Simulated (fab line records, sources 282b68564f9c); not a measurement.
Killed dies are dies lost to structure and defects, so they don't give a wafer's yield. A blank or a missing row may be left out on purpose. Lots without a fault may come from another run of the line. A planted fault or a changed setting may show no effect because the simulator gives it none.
A struck lot beside a sound one | flow rit_cmos | 14 steps out of a route of 202
Sound: wafers L543.1, L543.2, L543.5. Struck: wafers L544.4, L544.5, L544.6. The cause comes at the end.
At each step with rows: each side's tool, then ch and its chambers, then its first start. Under that, the readings that differ: sound wafers | struck wafers | difference of the means | sigmas: that difference in standard deviations of wafers without a fault.
alike: readings whose means differ by less than 2 such deviations, and words and numbers that are the same on both sides. not compared: withheld readings, readings that some wafer has no value for, bounds like >300 that may hide the same value, and numbers for which the record gives no deviation and whose values overlap.
The two part at a step that has a row with sigmas, a row that says differs or no value, or rows on one side only. Numbers that don't overlap but have no deviation are shown without sigmas and don't part them. A reading that every wafer of one side lacks parts them only if that side has two wafers or more.

first, 1 step without rows for these wafers: RIT_NSD_IMPLANT_08.
RIT_NSD_STRIP_09: strips in O2, time 180 s.
  sound on plasma_asher-02 ch 0,1, day 3 12:28; struck on plasma_asher-03 ch 0,1, day 3 14:04
  alike: drypump_motor_current_A, run_length_s
  not compared: rf_hours_counter_h
RIT_NSD_TW_MEAS_10:
  sound on film_metro-02, day 3 12:39; struck on film_metro-02, day 3 14:13
  alike: NSD_TW
then, 6 steps without rows for these wafers: RIT_PSD_HMDS_00 (prime time 60 s); RIT_PSD_COAT_01 (resist thk 1000 nm); RIT_PSD_SOFTBAKE_02 (time 60 s); RIT_PSD_EXPOSE_03 (exposes mask M10, target cd 40900 nm); RIT_PSD_PEB_04; RIT_PSD_DEVELOP_05 (develop time 50 s).
RIT_PSD_OVL_MEAS_06:
  sound on overlay-02, day 3 13:34; struck on overlay-02, day 3 15:14
  reading      | sound          | struck      | difference | sigmas
  PSD_OVL (nm) | -0.4 -0.9 -0.4 | 2.6 2.4 2.6 | +3.1       | +2
then, 2 steps without rows for these wafers: RIT_PSD_HARDBAKE_07 (time 60 s); RIT_PSD_IMPLANT_08.
RIT_PSD_STRIP_09: strips in O2, time 180 s.
  sound on plasma_asher-02 ch 0,1, day 3 13:53; struck on plasma_asher-01 ch 0,1, day 3 15:37
  reading                                  | sound             | struck            | difference | sigmas
  run_length_s (s)                         | 208.8 208.2 207.8 | 117.1 117.4 117.2 | -91.0      | -99 or more
  model.NOVOLAK_of_PSD_COAT_01.thk_nm (nm) | 0 0 0             | 190.4 189.4 189.3 | +189.7     |
  alike: drypump_motor_current_A
  not compared: rf_hours_counter_h
RIT_PSD_TW_MEAS_10:
  sound on film_metro-03, day 3 14:04; struck on film_metro-02, day 3 15:46
  alike: PSD_TW

WHERE THEY PART
First at RIT_PSD_OVL_MEAS_06; last, within this record, at RIT_PSD_STRIP_09. Later steps at which nothing parts them and some readings are alike: RIT_PSD_TW_MEAS_10.

WHY: what the simulator had put in
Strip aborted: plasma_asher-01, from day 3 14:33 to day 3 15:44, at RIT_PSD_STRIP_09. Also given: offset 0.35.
